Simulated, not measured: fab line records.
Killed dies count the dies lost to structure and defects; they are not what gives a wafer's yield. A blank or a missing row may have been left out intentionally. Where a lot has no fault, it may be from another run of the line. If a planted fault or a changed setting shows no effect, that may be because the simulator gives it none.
Problem report, 8D (eight disciplines) form, completed by code :: flow berkeleyCmos170 :: the parts of the form that need people (team, actions taken, sign-off) are left out

1. THE ISSUE
Mean WELLDRIVE_OXIDE_THK at UCB170_WELLDRIVE_THK_MEAS_02: 122 nm over 6 wafers in 2 lots; fault-free wafers: 201 nm, standard deviation 4.2. Relative to the usual mean, that is a shift of -19 standard deviations.
Earliest sighting: wafer L667.2 on filmMetro-03 at day 6 04:26. The record holds 42 wafers of 14 lots with a number at this step. Rule for "out", or "out of limits": more than 4 standard deviations from the usual mean. The other wafers with a number count as sound.

2. WHAT IT IS, WHAT IT ISN'T
question: which readings at this step
is: WELLDRIVE_OXIDE_THK
is not: -

question: which lots
is: L667, L668
is not: L657, L658, L659, L662, L663, L664, L666, L670, L675, L676, L678, L679

question: which wafers of those lots
is: all that have a number
is not: -

question: read on which gauges
is: filmMetro-02, filmMetro-03
is not: filmMetro-01

question: when
is: from day 6 04:26
is not: up to then (21 sound wafers); but 15 sound wafers of L670, L675, L676, L678, L679 came after

3. THE SUSPECTS, EACH WITH WHAT RULES IT OUT
Counting: a tool at a process step up to the reading stays a suspect if it ran every lot that is out and no sound lot after the first of them.
- the gauge at UCB170_WELLDRIVE_THK_MEAS_02 has been ruled out. The wafers that are out were read on 2 gauges (filmMetro-02, filmMetro-03).
- furnace-01 at UCB170_WELLDRIVE_OXIDATION_01 (target thk 199 nm, ox time 9000 s): kept. It processed each lot that is out, first L667 at day 6 00:56, and no sound lot thereafter; up to then, the last sound lot it processed was L662 at day 4 18:22.
Left after counting: furnace-01 at UCB170_WELLDRIVE_OXIDATION_01.

4. THE CAUSE (what the simulator had put in)
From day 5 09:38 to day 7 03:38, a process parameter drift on furnace-01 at UCB170_WELLDRIVE_OXIDATION_01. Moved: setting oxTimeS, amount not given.
This tool alone remained once counting was done.

5. THE CHAIN OF EFFECTS, in route order
One row per reading whose mean, taken over the struck wafers that have a number, lies over 3 standard deviations from the usual. Scope: only readings with a usual standard deviation given in the record; hours: median across lots of the time from each lot's start at the first step in this table that gives one to its start at this step; sigmas: change in usual standard deviations.
hours: 0
step: UCB170_WELLDRIVE_THK_MEAS_02
reading: WELLDRIVE_OXIDE_THK
usual: 201 nm
on struck wafers: 122
change: -79
sigmas: -19
Later steps that measure or inspect, where all struck wafers having a row at the step show a number for every such reading and not one has moved that far: UCB170_SDANNEAL_RS_MEAS_02.

6. WHAT WOULD HAVE CAUGHT IT SOONER
19 hours passed between the start of the fault at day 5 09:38 and the first reading out of limits at a measuring or inspecting step in this record, taken at day 6 04:26.
An alarm limit of 4 standard deviations would not have fired on the tool readings at UCB170_WELLDRIVE_OXIDATION_01 for which the record gives a usual standard deviation, since none of them was out on any struck wafer.
All the lots that are out (2) had begun UCB170_WELLDRIVE_OXIDATION_01 on furnace-01 by day 6 04:26. Holding the tool at that point would not have protected any of them.
